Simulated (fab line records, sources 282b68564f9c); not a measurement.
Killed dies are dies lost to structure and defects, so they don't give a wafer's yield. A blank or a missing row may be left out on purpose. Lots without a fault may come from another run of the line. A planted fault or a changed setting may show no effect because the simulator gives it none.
Which tool did it? | flow rit_cmos | 14 lots, 42 wafers sampled, at 3 steps of a route of 202

WHAT THE GAUGES READ, wafer by wafer
RIT_SILICIDE_RS_MEAS_02: measures by four-point-probe. Usual: SILICIDE_TI_RS 47.2 ohm/sq, standard deviation 0.74.
lot  | measured    | on            | SILICIDE_TI_RS (ohm/sq) | flag
L595 | day 3 02:21 | film_metro-02 | 46.5 47.7 47.2          |
L596 | day 3 08:31 | film_metro-01 | 47.3 46.8 47.6          |
L597 | day 3 16:26 | film_metro-01 | 47.4 47.5 47.4          |
L598 | day 3 18:43 | film_metro-01 | 46.0 45.7 46.9          |
L599 | day 3 22:56 | film_metro-04 | 45.8 46.5 46.4          |
L602 | day 4 18:52 | film_metro-01 | 47.9 48.3 48.3          |
L603 | day 4 20:16 | film_metro-01 | 47.6 47.7 47.6          |
L604 | day 5 00:18 | film_metro-01 | 46.6 49.4 49.0          |
L606 | day 5 10:58 | film_metro-01 | 46.5 47.4 47.5          |
L607 | day 5 18:38 | film_metro-02 | 47.4 46.4 47.0          |
L608 | day 6 01:08 | film_metro-01 | 46.9 47.5 46.7          |
L609 | day 6 03:19 | film_metro-02 | 232.6 231.2 219.5       | OFF
L611 | day 6 15:58 | film_metro-04 | 218.7 223.5 244.5       | OFF
L618 | day 7 23:12 | film_metro-01 | 46.4 47.4 48.0          |

RIT_SILICIDE_THK_MEAS_03: measures by xrf. Usual: SILICIDE_TI_THK 30.3 nm, standard deviation 0.4.
lot  | measured    | on            | SILICIDE_TI_THK (nm) | flag
L595 | day 3 02:28 | film_metro-02 | 30.5 29.9 30.2       |
L596 | day 3 08:38 | film_metro-01 | 30.1 30.4 30.1       |
L597 | day 3 16:34 | film_metro-01 | 30.2 30.0 30.1       |
L598 | day 3 18:50 | film_metro-01 | 30.9 31.1 30.3       |
L599 | day 3 23:03 | film_metro-04 | 31.1 30.7 30.8       |
L602 | day 4 18:59 | film_metro-01 | 29.8 29.6 29.7       |
L603 | day 4 20:23 | film_metro-01 | 30.0 29.8 30.1       |
L604 | day 5 00:25 | film_metro-01 | 30.4 29.2 29.4       |
L606 | day 5 11:05 | film_metro-01 | 30.7 30.2 30.2       |
L607 | day 5 18:45 | film_metro-02 | 29.9 30.4 30.2       |
L608 | day 6 01:14 | film_metro-01 | 30.4 30.1 30.7       |
L609 | day 6 03:25 | film_metro-02 | 8.9 8.9 9.3          | OFF
L611 | day 6 16:05 | film_metro-04 | 9.4 9.2 8.7          | OFF
L618 | day 7 23:19 | film_metro-01 | 30.7 30.1 29.9       |

WHICH TOOL RAN EACH LOT (tool, then ch and the chambers of the sampled wafers, then the start)
lot  | RIT_SILICIDE_SPUTTER_01
L595 | pvd_sputter-01, day 3 02:12
L596 | pvd_sputter-03, day 3 08:21
L597 | pvd_sputter-01, day 3 16:17
L598 | pvd_sputter-03, day 3 18:34
L599 | pvd_sputter-01, day 3 22:46
L602 | pvd_sputter-04, day 4 18:43
L603 | pvd_sputter-01, day 4 20:06
L604 | pvd_sputter-04, day 5 00:09
L606 | pvd_sputter-04, day 5 10:49
L607 | pvd_sputter-01, day 5 18:29
L608 | pvd_sputter-04, day 6 00:58
L609 | pvd_sputter-01, day 6 03:08
L611 | pvd_sputter-01, day 6 15:49
L618 | pvd_sputter-04, day 7 23:03
- RIT_SILICIDE_SPUTTER_01: material Ti, target thk 30 nm, time 240 s.

WHAT THE TOOLS THEMSELVES READ (means of the sampled wafers that have a number; where no wafer has one, the mark that the record gives instead)
RIT_SILICIDE_SPUTTER_01. Usual: throttle_valve_pct 29.8 %, standard deviation 1.4.
lot  | tool           | throttle_valve_pct (%) | flag
L595 | pvd_sputter-01 | 30.0                   |
L596 | pvd_sputter-03 | 30.4                   |
L597 | pvd_sputter-01 | 28.6                   |
L598 | pvd_sputter-03 | 30.6                   |
L599 | pvd_sputter-01 | 28.8                   |
L602 | pvd_sputter-04 | 28.7                   |
L603 | pvd_sputter-01 | 29.0                   |
L604 | pvd_sputter-04 | 28.9                   |
L606 | pvd_sputter-04 | 29.9                   |
L607 | pvd_sputter-01 | 30.3                   |
L608 | pvd_sputter-04 | 29.6                   |
L609 | pvd_sputter-01 | 28.9                   |
L611 | pvd_sputter-01 | 29.8                   |
L618 | pvd_sputter-04 | 29.5                   |

THE ANSWER, worked out from the rows above alone
Rule: a lot is off if the mean of its wafers that have a number lies more than 3 standard deviations from the usual mean. A lot without any number at a reading at which 4 lots or more have one is off too. The other lots that the step has rows for count as sound. The gauges are gone through in route order, then the tools' own readings, and for those a lot's mean is taken as printed above. The first step at which some lot is off is used, and at that step the reading that is off furthest; a lot without a number counts as furthest.
Off: L609, L611, at RIT_SILICIDE_RS_MEAS_02 (SILICIDE_TI_RS).
A tool fits if, at a process step before that reading, it ran every lot that is off, and no sound lot after the first of them. The gauges at RIT_SILICIDE_RS_MEAS_02 are tried like those tools. One fits: pvd_sputter-01 at RIT_SILICIDE_SPUTTER_01. Its last sound lot is L607 (day 5 18:29), its first lot that is off L609 (day 6 03:08): a fault that began between those two fits.

WHAT THE SIMULATOR HAD PUT IN
Process parameter drift: pvd_sputter-01, from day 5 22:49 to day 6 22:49, at RIT_SILICIDE_SPUTTER_01. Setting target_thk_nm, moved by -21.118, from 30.
Lots struck among those shown: L609, L611. The rule above found the same.
